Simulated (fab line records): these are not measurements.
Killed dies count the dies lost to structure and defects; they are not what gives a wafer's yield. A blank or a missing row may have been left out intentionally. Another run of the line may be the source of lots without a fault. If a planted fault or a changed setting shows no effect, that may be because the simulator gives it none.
Which of the tools did it? -- flow berkeley_cmos170 -- 14 lots with 42 wafers sampled at 4 steps, on a route of 331 steps

WHAT THE GAUGES READ, wafer by wafer
UCB170_WELLDRIVE_THK_MEAS_02.
lot,measured,on,WELLDRIVE_OXIDE_THK (nm)
L991,day 3 14:32,film_metro-02,202 203 205
L992,day 3 14:31,film_metro-01,196 196 199
L993,day 3 23:29,film_metro-04,205 205 206
L994,day 3 23:28,film_metro-01,204 203 205
L995,day 4 08:38,film_metro-01,175 171 177
L996,day 4 08:38,film_metro-04,178 177 182
L997,day 4 14:41,film_metro-04,198 197 196
L101,day 5 23:28,film_metro-02,197 198 200
L105,day 6 22:37,film_metro-01,201 199 201
L110,day 7 13:55,film_metro-01,201 197 201
L111,day 7 21:01,film_metro-04,195 196 197
L112,day 8 06:17,film_metro-04,196 197 198
L113,day 8 06:17,film_metro-02,202 203 202
L114,day 8 14:02,film_metro-01,195 200 198

UCB170_NLDD_OVL_MEAS_07.
lot,measured,on,NLDD_OVL (nm)
L991,day 6 12:15,overlay-01,-7 -10 -3
L992,day 6 11:51,overlay-02,-8 0 -11
L993,day 6 20:17,overlay-02,-5 -2 2
L994,day 6 20:01,overlay-02,5 4 4
L995,day 7 10:24,overlay-01,-4 0 -4
L996,day 7 09:43,overlay-01,-4 -3 2
L997,day 7 19:14,overlay-02,2 -2 -3
L101,day 9 04:49,overlay-01,10 4 -2
L105,day 10 01:59,overlay-01,1 -1 -3
L110,day 10 22:07,overlay-02,-11 -3 -1
L111,day 10 22:26,overlay-01,-3 -7 -5
L112,day 11 08:01,overlay-01,0 5 8
L113,day 11 02:26,overlay-02,-11 -2 -8
L114,day 11 16:14,overlay-01,-11 -11 -6

WHAT TOOL EACH LOT RAN ON (gives the tool, then ch and the chambers of the sampled wafers, and finally the start)
lot,UCB170_WELLDRIVE_OXIDATION_01,UCB170_PFIELD_STRIP_08
L991,"furnace-01 ch 0, day 3 11:01","plasma_asher-04 ch 0,1, day 4 09:41"
L992,"furnace-01 ch 0, day 3 11:01","plasma_asher-02 ch 0,1, day 4 09:37"
L993,"furnace-04 ch 0, day 3 19:58","plasma_asher-01 ch 0,1, day 4 18:55"
L994,"furnace-04 ch 0, day 3 19:58","plasma_asher-02 ch 0,1, day 4 18:17"
L995,"furnace-04 ch 0, day 4 05:08","plasma_asher-01 ch 0,1, day 5 09:32"
L996,"furnace-04 ch 0, day 4 05:08","plasma_asher-02 ch 0,1, day 5 09:19"
L997,"furnace-03 ch 0, day 4 11:10","plasma_asher-04 ch 0, day 5 15:59"
L101,"furnace-01 ch 0, day 5 19:58","plasma_asher-02 ch 0,1, day 6 19:03"
L105,"furnace-01 ch 0, day 6 19:07","plasma_asher-04 ch 0,1, day 7 20:32"
L110,"furnace-01 ch 0, day 7 10:25","plasma_asher-01 ch 0,1, day 8 12:20"
L111,"furnace-04 ch 0, day 7 17:29","plasma_asher-01 ch 0,1, day 8 19:25"
L112,"furnace-01 ch 0, day 8 02:47","plasma_asher-02 ch 0,1, day 9 02:16"
L113,"furnace-01 ch 0, day 8 02:47","plasma_asher-01 ch 0,1, day 9 02:10"
L114,"furnace-01 ch 0, day 8 10:32","plasma_asher-04 ch 0,1, day 9 15:38"
- UCB170_WELLDRIVE_OXIDATION_01: target thk 199 nm, ox time 9000 s.
- UCB170_PFIELD_STRIP_08: strips in O2.

WHAT THE TOOLS THEMSELVES READ (means of the sampled wafers that have a number; where no wafer has one, the mark that the record gives instead)
UCB170_WELLDRIVE_OXIDATION_01.
lot,tool,spike_tc_centre_C (C),spike_tc_load_C (C),spike_tc_source_C (C),tube_center_temp_C (C),tube_center_temp_C_max,zone_power_centre_pct (%)
L991,furnace-01,1102.2,1127.6,1122,1100,1103.1,51
L992,furnace-01,1103.0,1128.3,1123,1100,1102.5,52
L993,furnace-04,1103.1,1121.0,1128,1100,1103.1,48
L994,furnace-04,1103.1,1121.5,1128,1100,1102.8,48
L995,furnace-04,1083.9,1101.1,1108,1080,1082.6,47
L996,furnace-04,1082.8,1101.9,1108,1080,1082.8,47
L997,furnace-03,1102.1,1126.2,1130,1100,1103.0,58
L101,furnace-01,1102.7,1127.5,1122,1100,1102.7,52
L105,furnace-01,1101.3,1127.8,1123,1100,1102.4,52
L110,furnace-01,1103.3,1127.4,1122,1100,1102.8,52
L111,furnace-04,1103.3,1120.4,1129,1100,1102.5,48
L112,furnace-01,1102.4,1127.2,1121,1100,1103.1,51
L113,furnace-01,1103.1,1128.1,1122,1100,1102.6,51
L114,furnace-01,1103.2,1128.4,1122,1100,1102.7,52

UCB170_PFIELD_STRIP_08.
lot,tool,drypump_motor_current_A (A),oes_product_au (a.u.),strip_time_to_endpoint_s (s)
L991,plasma_asher-04,6.1,0.734,21.59
L992,plasma_asher-02,5.7,0.733,21.57
L993,plasma_asher-01,6.3,0.735,21.69
L994,plasma_asher-02,5.7,0.735,21.62
L995,plasma_asher-01,6.2,0.740,21.63
L996,plasma_asher-02,5.7,0.732,21.61
L997,plasma_asher-04,5.3,0.737,21.63
L101,plasma_asher-02,5.5,0.733,21.67
L105,plasma_asher-04,5.7,0.732,21.59
L110,plasma_asher-01,6.2,0.733,21.57
L111,plasma_asher-01,6.2,0.732,21.60
L112,plasma_asher-02,5.6,0.731,21.64
L113,plasma_asher-01,6.2,0.737,21.59
L114,plasma_asher-04,6.1,0.735,21.66

THE ANSWER, worked out from the rows above alone
Rule: the lots themselves supply what counts as usual. The widest of any qualifying gaps counts: lots, ordered by their means at a reading, are off when they make up no more than a third of the lots, leave a main group of 4 or more, and stand apart from it by 3 or more times the standard deviation of that group's means. If all means in a main group match to the digits the tables above print for the reading, that group is not used. Also off: a lot with no number at a reading for which 4 or more lots have one. Where the step has rows for the other lots, those lots are counted as sound. After the gauges, taken in route order, come the tools' own readings; for these a lot's mean is taken, as printed above. At the first step where some lot is off, the reading lying furthest off is the one used; lots without a number count as furthest.
Off: L995, L996, at UCB170_WELLDRIVE_THK_MEAS_02 (WELLDRIVE_OXIDE_THK). For the main group the mean is 200 nm and the standard deviation 3.1.
A tool fits if, at a process step before that reading, it ran every lot that is off, and no sound lot after the first of them. Not tried: the gauges at UCB170_WELLDRIVE_THK_MEAS_02; whatever is off there is also off at UCB170_WELLDRIVE_OXIDATION_01, on other tools, and gauge error can't account for it. Not one of the candidates tried fits.

WHAT THE SIMULATOR PUT IN
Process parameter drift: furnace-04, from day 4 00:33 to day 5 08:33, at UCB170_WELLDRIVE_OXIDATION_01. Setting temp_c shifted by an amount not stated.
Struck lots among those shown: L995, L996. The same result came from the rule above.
